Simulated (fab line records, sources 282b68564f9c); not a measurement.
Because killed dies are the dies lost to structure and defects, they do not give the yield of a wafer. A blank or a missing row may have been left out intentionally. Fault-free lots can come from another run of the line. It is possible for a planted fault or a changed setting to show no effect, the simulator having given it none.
What tool caused it? | flow ritCmos | Sampling: 7 lots, 21 wafers, 2 of 202 route steps

== WHAT THE GAUGES SHOWED, per wafer ==
RIT_FOX2_THK_MEAS_01.
lot  | measured    | on           | FOX2_OXIDE_THK (nm)
L765 | day 2 01:40 | filmMetro-03 | 352 353 354
L769 | day 2 20:14 | filmMetro-03 | 321 327 318
L772 | day 3 11:33 | filmMetro-02 | 354 351 351
L779 | day 4 21:20 | filmMetro-03 | 360 365 357
L781 | day 5 07:28 | filmMetro-04 | 355 355 353
L785 | day 6 04:52 | filmMetro-04 | 354 357 357
L787 | day 6 13:37 | filmMetro-04 | 360 352 355

== EACH LOT AND THE TOOL THAT RAN IT (in order: tool; ch and the chambers of the sampled wafers; start) ==
lot  | RIT_FOX2_OXIDATION_00
L765 | furnace-04 ch 0, day 2 00:20
L769 | furnace-04 ch 0, day 2 18:56
L772 | furnace-01 ch 0, day 3 10:14
L779 | furnace-01 ch 0, day 4 20:02
L781 | furnace-01 ch 0, day 5 06:08
L785 | furnace-04 ch 0, day 6 03:33
L787 | furnace-04 ch 0, day 6 12:18
- RIT_FOX2_OXIDATION_00: target thk 350.7 nm, ox time 1130 s.

== THE ANSWER, worked out from the rows above alone ==
Rule: the lots themselves supply what counts as usual. Put in order of their means at a reading, lots are off if they are a third of the lots or fewer, leave a main group of 4 or more, and stand apart from it by a gap of 3 or more times the standard deviation of the main group's means; of several such gaps the widest counts. A main group is skipped when, at the precision printed for the reading in the tables above, its means are all equal. A lot without any number at a reading at which 4 lots or more have one is off too. Any other lot the step has rows for is counted as sound.
Off: at RIT_FOX2_THK_MEAS_01 (FOX2_OXIDE_THK), L769. The main group: mean 355 nm, standard deviation 2.8.
If a tool, at a process step before that reading, ran all the lots that are off and no sound lot after the first of them, it fits. The gauges at RIT_FOX2_THK_MEAS_01 are tried like those tools. No candidate that was tried fits.

== WHAT HAD BEEN PUT IN BY THE SIMULATOR ==
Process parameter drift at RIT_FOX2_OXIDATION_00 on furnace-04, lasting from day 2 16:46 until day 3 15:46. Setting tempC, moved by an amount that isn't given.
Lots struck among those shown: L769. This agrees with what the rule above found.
